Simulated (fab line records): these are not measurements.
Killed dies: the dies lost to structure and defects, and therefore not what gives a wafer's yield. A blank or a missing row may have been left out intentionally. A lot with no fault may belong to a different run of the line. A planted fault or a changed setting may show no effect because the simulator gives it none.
Which of the tools did it? + flow rit-cmos + 42 wafers from 14 lots sampled at 2 of the route's 202 steps

== WHAT THE GAUGES SHOWED, per wafer ==
RIT_FOX2_THK_MEAS_91.
| lot  | measured    | on            | FIELD_OXIDE_LEFT_2_THK (nm) |
|------|-------------|---------------|-----------------------------|
| L537 | day 3 01:11 | film-metro-03 | 266 261 267                 |
| L538 | day 3 06:08 | film-metro-03 | 256 250 251                 |
| L539 | day 3 09:50 | film-metro-01 | 255 258 260                 |
| L542 | day 4 05:29 | film-metro-03 | 247 248 245                 |
| L543 | day 4 06:28 | film-metro-01 | 316 311 308                 |
| L544 | day 4 12:53 | film-metro-03 | 308 308 304                 |
| L550 | day 5 19:26 | film-metro-03 | 252 257 258                 |
| L551 | day 5 22:40 | film-metro-01 | 255 249 256                 |
| L552 | day 6 02:41 | film-metro-01 | 246 246 252                 |
| L553 | day 6 10:34 | film-metro-01 | 261 261 257                 |
| L554 | day 6 16:58 | film-metro-03 | 252 257 258                 |
| L555 | day 6 19:13 | film-metro-01 | 253 254 259                 |
| L556 | day 6 23:13 | film-metro-01 | 255 259 253                 |
| L557 | day 7 06:38 | film-metro-04 | 260 263 256                 |

== EACH LOT AND THE TOOL THAT RAN IT (in order: tool; ch and the chambers of the sampled wafers; start) ==
| lot  | RIT_GATE_WET_ETCH_00           |
|------|--------------------------------|
| L537 | wet-bench-01 ch 2, day 3 00:44 |
| L538 | wet-bench-04 ch 3, day 3 05:40 |
| L539 | wet-bench-04 ch 3, day 3 09:23 |
| L542 | wet-bench-04 ch 0, day 4 05:04 |
| L543 | wet-bench-01 ch 0, day 4 06:02 |
| L544 | wet-bench-02 ch 1, day 4 12:28 |
| L550 | wet-bench-02 ch 0, day 5 19:01 |
| L551 | wet-bench-04 ch 2, day 5 22:14 |
| L552 | wet-bench-04 ch 1, day 6 02:16 |
| L553 | wet-bench-01 ch 2, day 6 10:08 |
| L554 | wet-bench-02 ch 1, day 6 16:32 |
| L555 | wet-bench-01 ch 1, day 6 18:45 |
| L556 | wet-bench-02 ch 2, day 6 22:46 |
| L557 | wet-bench-01 ch 2, day 7 06:11 |
- RIT_GATE_WET_ETCH_00: etches SiO2 in BOE, target depth 56 nm, time 60 s.

== WHAT THE TOOLS THEMSELVES READ (means of the sampled wafers that have a number; where no wafer has one, the mark that the record gives instead) ==
RIT_GATE_WET_ETCH_00.
| lot  | tool         | bath-heat-duty-pct (%) | run-length-s (s) |
|------|--------------|------------------------|------------------|
| L537 | wet-bench-01 | 1.8                    | 95               |
| L538 | wet-bench-04 | 1.9                    | 93               |
| L539 | wet-bench-04 | 2.1                    | 95               |
| L542 | wet-bench-04 | 1.8                    | 86               |
| L543 | wet-bench-01 | -                      | -                |
| L544 | wet-bench-02 | -                      | -                |
| L550 | wet-bench-02 | 1.7                    | 88               |
| L551 | wet-bench-04 | 1.3                    | 86               |
| L552 | wet-bench-04 | 1.3                    | 83               |
| L553 | wet-bench-01 | 2.0                    | 86               |
| L554 | wet-bench-02 | 1.6                    | 85               |
| L555 | wet-bench-01 | 2.0                    | 87               |
| L556 | wet-bench-02 | 2.0                    | 93               |
| L557 | wet-bench-01 | 1.8                    | 87               |

== THE ANSWER, worked out from the rows above alone ==
Rule: usual is defined by the lots themselves. Put in order of their means at a reading, lots are off if they are a third of the lots or fewer, leave a main group of 4 or more, and stand apart from it by a gap of 3 or more times the standard deviation of the main group's means; of several such gaps the widest counts. Not used: any main group whose means are identical at the precision the tables above print for the reading. Also off: a lot with no number at a reading for which 4 or more lots have one. All remaining lots with rows at the step are treated as sound. After the gauges, taken in route order, come the tools' own readings; for these a lot's mean is taken, as printed above. At the first step where some lot is off, the reading lying furthest off is the one used; lots without a number count as furthest.
Off: L543, L544, seen at RIT_FOX2_THK_MEAS_91 (FIELD_OXIDE_LEFT_2_THK). Mean 255 nm and standard deviation 4.8 in the main group.
If a tool, at a process step before that reading, ran all the lots that are off and no sound lot after the first of them, it fits. Not tried: the gauges at RIT_FOX2_THK_MEAS_91; whatever is off there is also off at RIT_GATE_WET_ETCH_00, on other tools, and gauge error can't account for it. Not one of the candidates tried fits.

== WHAT HAD BEEN PUT IN BY THE SIMULATOR ==
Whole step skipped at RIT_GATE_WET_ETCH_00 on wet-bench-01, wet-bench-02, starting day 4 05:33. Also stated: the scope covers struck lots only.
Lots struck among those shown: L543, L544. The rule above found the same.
